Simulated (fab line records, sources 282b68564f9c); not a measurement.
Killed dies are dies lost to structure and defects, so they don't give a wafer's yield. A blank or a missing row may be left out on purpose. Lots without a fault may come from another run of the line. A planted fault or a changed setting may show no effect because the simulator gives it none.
A struck lot beside a sound one | flow rit_cmos | 45 steps out of a route of 202
Sound: wafers L122.1, L122.2, L122.6. Struck: wafers L129.2, L129.3, L129.4. The cause comes at the end.
At each step with rows: each side's tool, then ch and its chambers, then its first start. Under that, the readings that differ: sound wafers | struck wafers | difference of the means | sigmas: that difference in standard deviations of wafers without a fault.
alike: readings whose means differ by less than 2 such deviations, and words and numbers that are the same on both sides. not compared: withheld readings, readings that some wafer has no value for, bounds like >300 that may hide the same value, and numbers for which the record gives no deviation and whose values overlap.
The two part at a step that has a row with sigmas, a row that says differs or no value, or rows on one side only. Numbers that don't overlap but have no deviation are shown without sigmas and don't part them. A reading that every wafer of one side lacks parts them only if that side has two wafers or more.

first, 2 steps without rows for these wafers: RIT_NWELL_HARDBAKE_07 (time 120 s); RIT_NWELL_IMPLANT_08.
RIT_NWELL_STRIP_09: strips in O2, time 180 s.
  sound on plasma_asher-03 ch 0,1, day 4 08:37; struck on plasma_asher-04 ch 0,1, day 5 20:23
  alike: drypump_motor_current_A
  not compared: rf_hours_counter_h
RIT_NWELL_TW_MEAS_10:
  sound on film_metro-04, day 4 08:47; struck on film_metro-04, day 5 20:34
  alike: NWELL_TW
then, 2 steps without rows for these wafers: RIT_PWELL_HMDS_00 (prime time 60 s); RIT_PWELL_COAT_01 (resist thk 1300 nm).
RIT_PWELL_SOFTBAKE_02: time 61.68 s.
  sound on litho_track-01 ch 0, day 4 09:09; struck on litho_track-03 ch 0, day 5 20:57
  alike: chill_plate_temp_C, plate_sensor_t_centre_C, plate_sensor_t_edge_C
then, 3 steps without rows for these wafers: RIT_PWELL_EXPOSE_03 (exposes mask M3, target cd 43700 nm); RIT_PWELL_PEB_04; RIT_PWELL_DEVELOP_05 (develop time 68 s).
RIT_PWELL_OVL_MEAS_06:
  sound on overlay-01, day 4 09:52; struck on overlay-01, day 5 21:31
  alike: PWELL_OVL
then, 1 step without rows for these wafers: RIT_PWELL_HARDBAKE_07 (time 120 s).
RIT_PWELL_IMPLANT_08:
  sound on implanter-04 ch 0, day 4 10:09; struck on implanter-02 ch 0, day 5 21:49
  reading                   | sound                | struck               | difference | sigmas
  beam_energy_keV           | 169.95 169.98 169.98 | 119.02 119.03 119.00 | -50.95     | -99 or more
  model.implant.rp_nm (nm)  | 475.9 475.9 475.9    | 367.8 367.8 367.8    | -108.1     |
  model.implant.drp_nm (nm) | 102.9 102.9 102.9    | 89.74 89.74 89.74    | -13.16     |
  alike: tilt_deg
RIT_PWELL_STRIP_09: strips in O2, time 180 s.
  sound on plasma_asher-03 ch 0,1, day 4 10:18; struck on plasma_asher-04 ch 0,1, day 5 21:56
  alike: drypump_motor_current_A
  not compared: rf_hours_counter_h
RIT_PWELL_TW_MEAS_10:
  sound on film_metro-04, day 4 10:28; struck on film_metro-04, day 5 22:07
  reading  | sound       | struck      | difference | sigmas
  PWELL_TW | 961 966 960 | 932 928 931 | -32        | -7
then, 1 step without rows for these wafers: RIT_WELLDRIVE_ANNEAL_00 (time 14700 s).
RIT_WELLDRIVE_RS_MEAS_01: measures by four-point-probe.
  sound on film_metro-04, day 4 16:11; struck on film_metro-03, day 6 03:17
  alike: NWELL_RS
RIT_WELLDRIVE_RS_MEAS_02: measures by four-point-probe.
  sound on film_metro-04, day 4 16:19; struck on film_metro-03, day 6 03:24
  reading           | sound             | struck            | difference | sigmas
  PWELL_RS (ohm/sq) | 427.8 428.6 427.8 | 442.7 444.7 444.1 | +15.8      | +17
then, 6 steps without rows for these wafers: RIT_NRETRO_HMDS_00 (prime time 60 s); RIT_NRETRO_COAT_01 (resist thk 1300 nm); RIT_NRETRO_SOFTBAKE_02 (time 60 s); RIT_NRETRO_EXPOSE_03 (exposes mask M4, target cd 43900 nm); RIT_NRETRO_PEB_04; RIT_NRETRO_DEVELOP_05 (develop time 68 s).
RIT_NRETRO_OVL_MEAS_06:
  sound on overlay-01, day 4 17:33; struck on overlay-01, day 6 04:23
  alike: NRETRO_OVL
then, 2 steps without rows for these wafers: RIT_NRETRO_HARDBAKE_07 (time 120 s); RIT_NRETRO_IMPLANT_08.
RIT_NRETRO_STRIP_09: strips in O2, time 180 s.
  sound on plasma_asher-01 ch 0,1, day 4 17:59; struck on plasma_asher-02 ch 0,1, day 6 04:49
  alike: drypump_motor_current_A
  not compared: rf_hours_counter_h
RIT_NRETRO_TW_MEAS_10:
  sound on film_metro-02, day 4 18:10; struck on film_metro-01, day 6 05:00
  reading   | sound          | struck         | difference | sigmas
  NRETRO_TW | 1052 1053 1054 | 1041 1038 1043 | -12        | -3
then, 6 steps without rows for these wafers: RIT_PRETRO_HMDS_00 (prime time 60 s); RIT_PRETRO_COAT_01 (resist thk 1300 nm); RIT_PRETRO_SOFTBAKE_02 (time 60 s); RIT_PRETRO_EXPOSE_03 (exposes mask M5, target cd 43700 nm); RIT_PRETRO_PEB_04; RIT_PRETRO_DEVELOP_05 (develop time 68 s).
RIT_PRETRO_OVL_MEAS_06:
  sound on overlay-02, day 4 19:07; struck on overlay-01, day 6 05:56
  alike: PRETRO_OVL
then, 2 steps without rows for these wafers: RIT_PRETRO_HARDBAKE_07 (time 120 s); RIT_PRETRO_IMPLANT_08.
RIT_PRETRO_STRIP_09: strips in O2, time 180 s.
  sound on plasma_asher-02 ch 0,1, day 4 19:32; struck on plasma_asher-04 ch 0,1, day 6 06:22
  alike: drypump_motor_current_A
  not compared: rf_hours_counter_h
RIT_PRETRO_TW_MEAS_10:
  sound on film_metro-04, day 4 19:43; struck on film_metro-01, day 6 06:33
  reading   | sound             | struck            | difference | sigmas
  PRETRO_TW | 478.7 479.7 478.0 | 473.7 472.5 469.7 | -6.8       | -3
then, 2 steps without rows for these wafers: RIT_GATE_WET_ETCH_00 (etches SiO2 in BOE, target depth 56 nm, time 60 s); RIT_GATE_CLEAN_01 (cleans in SC1, time 600 s).
RIT_GATE_DEVELOP_15: develop time 50 s.
  sound on litho_track-04 ch 0; struck on litho_track-04 ch 0
  reading               | sound             | struck          | difference | sigmas
  model.GATE.cd_nm (nm) | 149.3 150.6 151.3 | 145 145.7 144.1 | -5         |
  alike: chill_plate_temp_C
RIT_GATE_ETCH_19: etches poly-Si in SF6/CHF3/O2, stops on SiO2, time 165 s, target depth 312.5 nm.
  sound on rie_si-02 ch 1,2, day 5 04:26; struck on rie_si-02 ch 0,1,2, day 6 12:18
  reading               | sound             | struck            | difference | sigmas
  oes_product_au (a.u.) | 0.863 0.875 0.877 | 0.846 0.851 0.842 | -0.025     | -3
  model.GATE.cd_nm (nm) | 149.2 150.5 151.3 | 145 145.8 144.1   | -5         |
  alike: drypump_motor_current_A, throttle_valve_pct
  not compared: rf_hours_counter_h
RIT_M1_PROBE_99:
  sound on prober-01, day 6 02:50; struck on prober-02, day 7 08:50
  reading                              | sound             | struck      | difference | sigmas
  model.etest.nmos_0p3.r_on_ohm_um     | 2187 2202 2179    | 2301 2275   | +99        |
  model.etest.pwell.rs_ohm_sq          | 412.2 411.3 411.5 | 483.3 473.4 | +66.7      |
  model.etest.pwell_pinched.rs_ohm_sq  | 461.5 456.4 447.2 | 476.8 473.4 | +20.1      |
  model.etest.pmos_0p15.drive_ua_um    | 258.1 255.1 253.2 | 262.8 273.6 | +12.7      |
  model.etest.nmos_0p3.drive_ua_um     | 225.3 219.3 222.5 | 199.4 203.5 | -20.9      |
  model.etest.npoly_line.line_ohm_um   | 173.7 172.8 168.8 | 181.6 186.8 | +12.4      |
  model.etest.ppoly_line.line_ohm_um   | 166.2 165.4 161.5 | 173 177.6   | +11        |
  model.etest.npoly_line.width_nm (nm) | 101.2 103.4 105   | 98.3 97.02  | -5.5       |
  alike: killed_at_front_end, killed_dies, killed_open, killed_short

WHERE THEY PART
First at RIT_PWELL_IMPLANT_08; last, within this record, at RIT_GATE_ETCH_19. Later steps at which nothing parts them and some readings are alike: RIT_M1_PROBE_99.

WHY: what the simulator had put in
Process parameter drift: implanter-02, from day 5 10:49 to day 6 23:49, at RIT_PWELL_IMPLANT_08. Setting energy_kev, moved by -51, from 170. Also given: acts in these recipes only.
